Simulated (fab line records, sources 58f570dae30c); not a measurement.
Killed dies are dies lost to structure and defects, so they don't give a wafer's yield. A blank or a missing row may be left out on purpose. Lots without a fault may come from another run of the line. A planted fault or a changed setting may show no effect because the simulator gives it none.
One fault seen from 2 desks | flow berkeley_cmos170 | each desk has only its own numbers; what lay behind them comes last

THE TOOL OWNER'S DESK: lpcvd-01
The tool's own readings at UCB170_CONTACT_CVD_01 (deposits PSG from SiH4/O2/PH3, target thk 700 nm, time 2820 s): means of the sampled wafers that have a number, for each lot that ran on this tool. A lot is out of limits, marked OUT, if its mean lies more than 4 standard deviations from the usual mean; the brackets give that distance.
Columns: A = susceptor_temp_C at UCB170_CONTACT_CVD_01, usual 450.02 C; B = zone_power_source_pct at UCB170_CONTACT_CVD_01, usual 6.6 %
lot  | first seen here | A      | B
L454 | day 9 02:39     | 450.08 | 5.9
L459 | day 9 21:37     | 449.48 | 5.9
L461 | day 9 21:37     | 449.74 | 5.9
L463 | day 9 21:37     | 449.89 | 5.9
L464 | day 10 23:53    | 449.99 | 6.0
L471 | day 12 21:55    | 449.73 | 6.0
L472 | day 13 03:19    | 450.20 | 5.9
This desk's finding: nothing out of limits on any of the 7 lots.

THE METROLOGY DESK
What the gauges read, lot by lot, whatever tool the lot ran on: means of the sampled wafers that have a number. A lot is out of limits, marked OUT, if its mean lies more than 4 standard deviations from the usual mean; the brackets give that distance.
Columns: A = NWELL_OVL at UCB170_NWELL_OVL_MEAS_12, usual -1 nm; B = PWELL_OVL at UCB170_PWELL_OVL_MEAS_13, usual 1 nm; C = CONTACT_PSG_THK at UCB170_CONTACT_THK_MEAS_02, usual 698 nm
lot  | first seen here | A  | B   | C
L452 | day 2 20:29     | -0 | -8  | 692
L453 | day 3 06:13     | -8 | 2   | 694
L456 | day 3 14:32     | 4  | 2   | 705
L455 | day 3 14:47     | -1 | -7  | 705
L454 | day 3 14:47     | 1  | 12  | 699
L457 | day 4 05:14     | -2 | -1  | 697
L459 | day 4 11:14     | 3  | 10  | 696
L461 | day 4 11:31     | -2 | 6   | 699
L462 | day 4 21:55     | 4  | -13 | 700
L463 | day 4 22:26     | -2 | -3  | 693
L464 | day 5 06:21     | -5 | -2  | 695
L471 | day 6 13:09     | 0  | -8  | 883 (+31) OUT
L472 | day 6 22:39     | -3 | 1   | 879 (+31) OUT
L474 | day 7 05:17     | 4  | 3   | 698
This desk's finding: out of limits on L471, L472; first on L471, day 12 23:42 (CONTACT_PSG_THK at UCB170_CONTACT_THK_MEAS_02). In limits: L452, L453, L456, L455, L454, L457, L459, L461, L462, L463, L464, L474.

PUT TOGETHER
The metrology desk could have raised an alarm at day 12 23:42, on L471, L472.
The tool owner's desk saw nothing out of limits.
The tool owner's desk has L471, L472 on record, within its limits.
Of the lots named, all ran UCB170_CONTACT_CVD_01 on lpcvd-01.

WHAT THE SIMULATOR HAD PUT IN
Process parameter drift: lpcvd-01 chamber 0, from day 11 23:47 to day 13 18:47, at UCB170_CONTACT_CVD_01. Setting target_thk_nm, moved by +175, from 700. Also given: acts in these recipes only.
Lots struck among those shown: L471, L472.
Hours from the fault's start to each desk's first reading out of limits: the metrology desk, 24.
